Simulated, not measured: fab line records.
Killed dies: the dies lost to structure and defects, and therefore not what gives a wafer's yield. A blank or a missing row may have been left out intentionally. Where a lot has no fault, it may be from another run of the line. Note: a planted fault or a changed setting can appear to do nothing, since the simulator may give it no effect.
Split-lot study -- flow ritCmos -- 5 lots, 23 wafers read, on a route of 202 steps

## ABOUT THE SPLIT
At RIT_GATE_DEVELOP_15 (develop time 50 s), the setting developTimeS was moved away from the recipe's 50 s on 8 of the 23 wafers read, by +6.4% to +14.3%. The other wafers ran this setting at the recipe's value.

## FROM THE SPLIT TO THE READING: what the file shows between them, 4 steps
- RIT_GATE_CD_MEAS_16: target cd 150 nm
- RIT_GATE_HARDBAKE_18: time 60 s
- RIT_GATE_ETCH_19: etches poly-Si in SF6/CHF3/O2, stops on SiO2, time 165 s, target depth 312.5 nm
- RIT_GATE_STRIP_20: strips in O2, time 180 s

## THE READING
At RIT_GATE_CD_MEAS_90: cdNm in nanometres, against a target cd of 150 nm. A value of 148.8 nm with a standard deviation of 2.8 nm is what fault-free wafers of this fab line usually give.

wafer,"tool, chamber at the split","developTimeS as run, s",against the recipe,"cdNm, nm",against lot-mates on the recipe
L075.1,"lithoTrack-01, 0",53.19,+6.4%,137.2,-12.0
L075.2,"lithoTrack-01, 0",53.19,+6.4%,137.7,-11.5
L075.3,"lithoTrack-01, 0",50,recipe,148.8,-
L075.4,"lithoTrack-01, 0",50,recipe,149.9,-
L075.6,"lithoTrack-01, 0",50,recipe,148.8,-
L076.2,"lithoTrack-01, 0",50,recipe,146.4,-
L076.3,"lithoTrack-01, 0",50,recipe,149.3,-
L076.4,"lithoTrack-01, 0",50,recipe,146.7,-
L076.5,"lithoTrack-01, 0",50,recipe,148.1,-
L076.6,"lithoTrack-01, 0",50,recipe,146.8,-
L078.1,"lithoTrack-04, 0",50,recipe,149.0,-
L078.2,"lithoTrack-04, 0",54.62,+9.2%,133.8,-14.3
L078.3,"lithoTrack-04, 0",54.62,+9.2%,134.5,-13.6
L078.4,"lithoTrack-04, 0",50,recipe,147.2,-
L078.6,"lithoTrack-04, 0",54.62,+9.2%,134.6,-13.5
L083.1,"lithoTrack-01, 0",50,recipe,149.8,-
L083.3,"lithoTrack-01, 0",57.17,+14.3%,129.0,-22.1
L083.4,"lithoTrack-01, 0",57.17,+14.3%,129.8,-21.2
L083.5,"lithoTrack-01, 0",57.17,+14.3%,128.4,-22.7
L083.6,"lithoTrack-01, 0",50,recipe,152.3,-
L085.2,"lithoTrack-01, 0",50,recipe,152.1,-
L085.5,"lithoTrack-01, 0",50,recipe,152.9,-
L085.6,"lithoTrack-01, 0",50,recipe,153.7,-

THE FIT
A straight line over all 23 wafers: cdNm changes by -1.5 nm for each +1% of developTimeS; r = -0.97; the points scatter about the line by 2.2 nm.
The same after taking each lot's own level away (the mean of its wafers on the recipe; 23 wafers): -1.54 nm for each +1%; r = -0.99; scatter 1 nm.
The reading moves by 22 nm for the largest change in developTimeS, on that fit.
The lots' own levels span 147.46 to 152.90 nm, that is 1.9 times the standard deviation above.
Hence the lot-to-lot level has little effect on the slope; both slopes agree.
Check: for one of the wafers moved furthest among these (+14.3%), held out of the fit, the line's prediction against its lot-mates is -22.2 nm. Against them it came out at -22.1 nm.

## THE OTHER SPLITS THESE WAFERS WENT THROUGH
Note: prior to the reading, these wafers also went through further splits. Each is held against what the fit with the lots' levels taken away leaves over:
other split on the same wafers,wafers away from the commonest value,r with cdNm (lot level and that fit taken away)
RIT_ACTIVE_COAT_06 spinRpm,8,-0.43
RIT_PWELL_COAT_01 spinRpm,9,-0.47
RIT_PWELL_IMPLANT_08 energyKev,6,+0.02
RIT_NRETRO_COAT_01 spinRpm,6,+0.24
RIT_PRETRO_COAT_01 spinRpm,4,+0.19
RIT_GATE_OXIDATION_05 oxTimeS,18,-0.17

## THE WHOLE CHAIN: every reading that the file lists as answering this split, in the file's order
step,what it does,reading,change (the file's fit),r (the file's)
RIT_GATE_CD_MEAS_16,target cd 150 nm,cdNm,-1.58 nm for each +1% of the setting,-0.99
RIT_GATE_ETCH_19,"etches poly-Si in SF6/CHF3/O2, stops on SiO2, time 165 s, target depth 312.5 nm","GATE.cdNm (the simulator's own value, which no gauge read)",-1.58 nm for each +1% of the setting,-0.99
RIT_GATE_CD_MEAS_90,target cd 150 nm,cdNm,-1.56 nm for each +1% of the setting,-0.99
RIT_M1_PROBE_99,,"etest.pmos_0p15.rOnOhmUm (the simulator's own value, which no gauge read)",-34.3 for each +1% of the setting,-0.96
RIT_M1_PROBE_99,,"etest.pmosTurned.rOnOhmUm (the simulator's own value, which no gauge read)",-34.1 for each +1% of the setting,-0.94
RIT_M1_PROBE_99,,"etest.pmos_0p3.rOnOhmUm (the simulator's own value, which no gauge read)",-32.4 for each +1% of the setting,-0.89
RIT_M1_PROBE_99,,"etest.nmos_0p15.rOnOhmUm (the simulator's own value, which no gauge read)",-11 for each +1% of the setting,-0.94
RIT_M1_PROBE_99,,"etest.nmos_0p3.rOnOhmUm (the simulator's own value, which no gauge read)",-9.91 for each +1% of the setting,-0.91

## FILE'S OWN FIT
cdNm changes by -1.56 nm for each +1% of developTimeS, r = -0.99.
